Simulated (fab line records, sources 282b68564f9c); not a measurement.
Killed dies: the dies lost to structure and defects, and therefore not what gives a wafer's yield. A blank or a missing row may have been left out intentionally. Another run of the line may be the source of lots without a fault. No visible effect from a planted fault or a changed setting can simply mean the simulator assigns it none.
fab line records | flow rit_cmos
record: lots: 6 wafers: 18 last_day: 7
route steps=202 shown FOX2@24 NWELL@28 M1@202
lots untouched by any fault: they come from a run of this same line in which no faults occurred
start_h: hours from the record's first day to the start of the lot's first wafer shown | wait_h: time in hours since the lot's previous step | " repeats the value in the row above | L1.1+2: several wafers, shown together as one row | - no value present, or no start provided | * or withheld: withheld | < > ~ a bound
route shown NAME@n: NAME is a module with steps in the file, n the number in the route of the first one | usual: mean/standard deviation of fault-free wafers | same: alike in all rows | chamber/n: place in a boat | sites: the reading at each site | _std_site: the values' standard deviation | _edge_site: outer sites' mean less inner sites' | radius_mm: for every site, how far away it sits from the centre of the wafer | mask NAME#n: copy n | behind: the last tool/chamber to shape the wafer | hold: why the lot went on hold/how many hours it stayed there/how the hold came to an end | device: transistor that didn't switch, given as n, p or np | end of line: the route-end tests of the same wafers | a step with no rows: only its recipe | killed: the dies lost at the first sort to structure and to defects; this is not the yield of the wafer | map: a wafer's dies, x killed, . not, _ none there
set.NAME: the setting that was run; set.NAME@STEP: the one run at that earlier step | model.NAME: the simulator's own value behind a step, which no gauge read
lots at some steps of the route; a table a step, a row a wafer
services: when a tool's chamber went out of use (start_h, in hours from the record's first day, below 0 if earlier), for how many hours, and the reason
== steps ==
step: RIT_FOX2_THK_MEAS_01
recipe: reads: SiO2_of_FOX2_OXIDATION_00
usual: FOX2_OXIDE_THK: 351/8.5
columns lot.wafer tool chamber start_h wait_h FOX2_OXIDE_THK[nm]
L510.2 film_metro-03 - 35.60 0.0 343
L510.4 " - " " 349
L510.5 " - " " 346
L513.1 film_metro-03 - 51.75 0.0 341
L513.4 " - " " 350
L513.6 " - " " 342
L520.1 film_metro-01 - 78.89 0.0 348
L520.2 " - " " 354
L520.5 " - " " 351
L528.1 film_metro-02 - 115.91 0.0 349
L528.3 " - " " 347
L528.6 " - " " 346
L530.2 film_metro-01 - 130.68 0.0 355
L530.3 " - " " 352
L530.5 " - " " 352
L531.3 film_metro-02 - 132.60 0.0 351
L531.4 " - " " 352
L531.5 " - " " 350
step: RIT_FOX2_CLEAN_02
recipe: chemistry: dHF dilution: 50:1 time_s: 180
step: RIT_FOX2_WET_ETCH_03
recipe: chemistry: H3PO4 target: Si3N4 target_depth_nm: 195 temp_c: 165 time_s: 2700
step: RIT_FOX2_THK_MEAS_90
recipe: reads: SiO2_of_FOX2_OXIDATION_00
usual: FIELD_OXIDE_LEFT_1_THK: 324/8.4
columns lot.wafer tool chamber start_h wait_h FIELD_OXIDE_LEFT_1_THK[nm]
L510.2 film_metro-01 - 36.48 0.0 316
L510.4 " - " " 321
L510.5 " - " " 318
L513.1 film_metro-02 - 52.62 0.0 313
L513.4 " - " " 323
L513.6 " - " " 314
L520.1 film_metro-01 - 79.77 0.0 320
L520.2 " - " " 327
L520.5 " - " " 323
L528.1 film_metro-02 - 116.78 0.0 322
L528.3 " - " " 319
L528.6 " - " " 319
L530.2 film_metro-01 - 131.55 0.0 329
L530.3 " - " " 325
L530.5 " - " " 325
L531.3 film_metro-03 - 133.48 0.0 324
L531.4 " - " " 325
L531.5 " - " " 323
step: RIT_NWELL_HMDS_00
recipe: prime_time_s: 60 prime_temp_c: 140
step: RIT_NWELL_COAT_01
recipe: resist: NOVOLAK spin_rpm: 2000 resist_thk_nm: 1300
step: RIT_NWELL_SOFTBAKE_02
recipe: resist: NOVOLAK temp_c: 90 time_s: 60
step: RIT_NWELL_EXPOSE_03
recipe: mask_id: M2 na: 0.57 target_cd_nm: 43900 dose_mj: 250
step: RIT_NWELL_PEB_04
recipe: resist: NOVOLAK temp_c: withheld time_s: withheld
step: RIT_NWELL_DEVELOP_05
recipe: resist: NOVOLAK develop_time_s: 68 dev_temp_c: 23
step: RIT_NWELL_OVL_MEAS_06
usual: NWELL_OVL: 0.7/1.4
columns lot.wafer tool chamber start_h wait_h NWELL_OVL[nm]
L510.2 overlay-01 - 37.54 - 2.3
L510.4 " - " " 0.2
L510.5 " - " " 1.2
L513.1 overlay-01 - 53.80 - 1.4
L513.4 " - " " 1.4
L513.6 " - " " 0.6
L520.1 overlay-02 - 80.88 - 2.3
L520.2 " - " " 0.7
L520.5 " - " " -0.7
L528.1 overlay-02 - 117.86 - 2.2
L528.3 " - " " -2.0
L528.6 " - " " 1.2
L530.2 overlay-01 - 132.97 - -0.2
L530.3 " - " " 1.4
L530.5 " - " " -0.6
L531.3 overlay-01 - 134.41 - -1.1
L531.4 " - " " 1.0
L531.5 " - " " 0.5
step: RIT_NWELL_HARDBAKE_07
recipe: resist: NOVOLAK temp_c: 140 time_s: 120
step: RIT_NWELL_IMPLANT_08
recipe: species: P energy_kev: 170 dose_cm2: 5e+13 tilt_deg: 7
usual: beam_energy_keV: 170.00/0.057 beam_on_s: 10.00/0.18
columns lot.wafer tool chamber start_h wait_h beam_energy_keV beam_on_s model.implant.rp_nm model.implant.drp_nm
L510.2 implanter-02 0 37.85 0.2 169.98 9.83 215.8 68.82
L510.4 " 0 " " 170.02 10.07 215.8 68.82
L510.5 " 0 " " 170.01 9.79 215.8 68.82
L513.1 implanter-02 0 54.10 0.2 170.07 10.23 209.6 68.82
L513.4 " 0 " " 169.96 10.36 209.6 68.82
L513.6 " 0 " " 169.94 9.82 209.6 68.82
L520.1 implanter-04 0 81.28 0.2 170.06 10.20 208.9 68.82
L520.2 " 0 " " 170.12 9.91 208.9 68.82
L520.5 " 0 " " 170.02 10.20 208.9 68.82
L528.1 implanter-04 0 118.48 0.2 163.56 10.09 197.7 66.88
L528.3 " 0 " " 163.58 10.30 197.7 66.88
L528.6 " 0 " " 163.60 9.96 197.7 66.88
L530.2 implanter-04 0 133.27 0.2 163.44 10.28 208.9 66.88
L530.3 " 0 " " 163.45 10.05 208.9 66.88
L530.5 " 0 " " 163.35 9.92 208.9 66.88
L531.3 implanter-01 0 134.74 0.2 170.03 9.76 208.1 68.82
L531.4 " 0 " " 169.97 9.92 208.1 68.82
L531.5 " 0 " " 170.08 10.03 208.1 68.82
step: RIT_NWELL_STRIP_09
recipe: chemistry: O2 time_s: 180 resist: NOVOLAK platen_temp_c: withheld power_w: 500 pressure_mtorr: 4000 o2_flow_sccm: 4000
usual: drypump_motor_current_A: 6.1/0.43
columns lot.wafer tool chamber start_h wait_h drypump_motor_current_A rf_hours_counter_h
L510.2 plasma_asher-03 1 37.97 0.1 5.5 36
L510.4 " 1 " " 5.5 -
L510.5 " 1 " " 5.5 -
L513.1 plasma_asher-01 0 54.25 0.1 5.9 38
L513.4 " 0 " " 5.9 -
L513.6 " 0 " " 5.9 -
L520.1 plasma_asher-04 1 81.43 0.1 6.7 30
L520.2 " 0 " " 6.4 30
L520.5 " 0 " " 6.4 -
L528.1 plasma_asher-04 1 118.63 0.1 6.7 36
L528.3 " 1 " " 6.7 -
L528.6 " 1 " " 6.7 -
L530.2 plasma_asher-01 0 133.40 0.1 5.9 1
L530.3 " 1 " " 5.8 -
L530.5 " 0 " " 5.9 -
L531.3 plasma_asher-01 0 134.90 0.1 5.8 -
L531.4 " 1 " " 5.8 -
L531.5 " 0 " " 5.8 -
step: RIT_M1_PROBE_99
usual: killed_at_front_end: 7.3/2.8 killed_dies: 7.3/2.8 killed_on_rim: 1.9/1.3 killed_open: 3.8/1.9 killed_short: 3.5/1.8
same: gross_dies: 264 killed_at_M0_to_M3: 0 killed_at_M4_up: 0 killed_at_back_side: 0 killed_at_contacts: 0 killed_at_other: 0
columns lot.wafer tool chamber start_h wait_h killed_at_front_end killed_dies killed_on_rim killed_open killed_short model.etest.field_p_metal.vt_v model.etest.field_p.vt_v
L510.2 prober-02 - 84.31 0.1 8 8 1 3 5 -30.08 -12.79
L510.4 prober-02 - 84.41 0.2 3 3 2 0 3 -29.98 -12.79
L510.5 prober-02 - 84.46 0.2 9 9 2 3 6 -30.42 -12.83
L513.1 prober-02 - 96.18 0.1 8 8 1 4 3 -29.21 -12.45
L513.4 prober-02 - 96.33 0.2 5 5 0 3 2 -28.71 -12.43
L513.6 prober-02 - 96.43 0.2 7 7 3 4 3 -29.35 -12.32
L520.1 prober-02 - 118.82 0.1 9 9 2 4 5 -28.86 -12.49
L520.2 prober-02 - 118.87 0.1 5 5 1 3 2 -28.32 -12.47
L520.5 prober-02 - 119.02 0.2 8 8 4 2 6 -28.58 -12.42
L528.1 prober-02 - 159.37 0.1 8 8 2 4 4 -27.12 -11.81
L528.3 prober-02 - 159.47 0.2 4 4 1 3 1 -27.23 -11.7
L528.6 prober-02 - 159.62 0.2 6 6 2 4 2 -27.34 -11.67
L530.2 prober-02 - 172.40 0.1 5 5 1 5 0 -27.9 -12.31
L530.3 prober-02 - 172.45 0.2 6 6 1 1 5 -27.65 -12.3
L530.5 prober-02 - 172.55 0.2 5 5 2 3 2 -28.24 -12.38
L531.3 prober-01 - 173.95 0.2 7 7 1 5 2 -28.81 -12.38
L531.4 prober-01 - 174.00 0.2 10 10 0 6 4 -28.97 -12.41
L531.5 prober-01 - 174.05 0.2 9 9 2 4 5 -29.29 -12.38
killed by level:class
L510.2 GATE:geometric_particle:short=4 FOX1:geometric_particle:open=1 FOX2:geometric_particle:short=1 GATE:geometric_particle:open=1 REOX:geometric_particle:open=1
L510.4 ACTIVE:geometric_particle:short=1 FOX2:geometric_particle:short=1 SPACER:geometric_particle:short=1
L510.5 GATE:geometric_particle:short=4 FOX1:geometric_particle:open=2 FOX2:geometric_particle:short=1 REOX:geometric_particle:short=1 SPACER:geometric_particle:open=1
L513.1 GATE:geometric_particle:open=3 FOX1:geometric_particle:short=1 FOX2:geometric_particle:short=1 GATE:geometric_particle:short=1 SPACER:geometric_particle:open=1 NLDD:coat_microbubble_printed=1
L513.4 GATE:geometric_particle:open=2 GATE:geometric_particle:short=1 REOX:geometric_particle:open=1 SPACER:geometric_particle:short=1
L513.6 GATE:geometric_particle:open=2 SILICIDE:geometric_particle:short=2 FOX2:geometric_particle:open=1 GATE:geometric_particle:short=1 SPACER:geometric_particle:open=1
L520.1 SILICIDE:geometric_particle:short=3 GATE:geometric_particle:short=2 FOX1:geometric_particle:open=1 GATE:geometric_particle:open=1 REOX:geometric_particle:open=1 SILICIDE:geometric_particle:open=1
L520.2 GATE:geometric_particle:open=2 GATE:geometric_particle:short=1 SPACER:geometric_particle:short=1 SILICIDE:geometric_particle:open=1
L520.5 GATE:geometric_particle:short=2 REOX:geometric_particle:short=2 GATE:geometric_particle:open=1 REOX:geometric_particle:open=1 SPACER:geometric_particle:short=1 SILICIDE:geometric_particle:short=1
L528.1 REOX:geometric_particle:open=2 SILICIDE:geometric_particle:open=2 FOX1:geometric_particle:short=1 GATE:geometric_particle:short=1 REOX:geometric_particle:short=1 SILICIDE:geometric_particle:short=1
L528.3 GATE:geometric_particle:open=2 FOX1:geometric_particle:open=1 REOX:geometric_particle:short=1
L528.6 GATE:geometric_particle:open=2 FOX1:geometric_particle:short=1 REOX:geometric_particle:open=1 SILICIDE:geometric_particle:short=1 STARTING-WAFER:geometric_particle:open=1
L530.2 SILICIDE:geometric_particle:open=4 GATE:geometric_particle:open=1
L530.3 GATE:geometric_particle:short=4 FOX2:geometric_particle:short=1 GATE:geometric_particle:open=1
L530.5 REOX:geometric_particle:open=2 FOX1:geometric_particle:short=1 FOX1:geometric_particle:open=1 GATE:geometric_particle:short=1
L531.3 SILICIDE:geometric_particle:open=2 FOX1:geometric_particle:short=1 FOX1:geometric_particle:open=1 GATE:geometric_particle:open=1 GATE:geometric_particle:short=1 SPACER:geometric_particle:open=1
L531.4 FOX1:geometric_particle:open=3 FOX1:geometric_particle:short=2 GATE:geometric_particle:open=2 SPACER:geometric_particle:short=2 SPACER:geometric_particle:open=1
L531.5 FOX1:geometric_particle:short=4 FOX1:geometric_particle:open=2 GATE:geometric_particle:short=1 GATE:geometric_particle:open=1 SPACER:geometric_particle:open=1
== services ==
columns tool chamber start_h hours kind
implanter-02 - 27.14 9.0 pm
implanter-02 - 79.65 3.0 pm
plasma_asher-01 - 83.33 28.1 pm
implanter-01 - 89.92 3.4 repair
plasma_asher-01 - 111.44 9.0 pm
plasma_asher-01 0 111.44 9.0 vent_cycle
plasma_asher-01 1 111.44 9.0 vent_cycle
plasma_asher-01 - 113.25 4.2 repair
plasma_asher-01 0 120.44 - clean
plasma_asher-01 1 120.44 - clean
== key ==
first_sign: step: RIT_NWELL_IMPLANT_08 reading: beam_energy_keV direction: down sigmas: 99+ usual: 170.00 struck: 163.49
effect none on later readings
model_effect: step: RIT_NWELL_IMPLANT_08 value: implant.rp_nm without: 211.6 struck: 203.3
model_effect: step: RIT_M1_PROBE_99 value: etest.field_p_metal.vt_v without: -28.62 struck: -27.58
met_at RIT_NWELL_IMPLANT_08
struck_wafers L528.1,L528.3,L528.6,L530.2,L530.3,L530.5
tester_left_out L528,L530
onset_between 81.28 118.48
fault: kind: process_parameter_drift tool: implanter-04 chamber: - onset_h: 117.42 steps: RIT_NWELL_IMPLANT_08 channel: energy_kev offset: -6.4991 shape: step end_h: 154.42 acts_in: these_recipes_only stated: 170
tester_left_out: of these lots the tester's yield and bins aren't shown, on N5 and GAA mostly nor the transistor test; their killed dies are dies lost to structure and defects alone, not to doping, threshold or leakage, so they don't give the yield
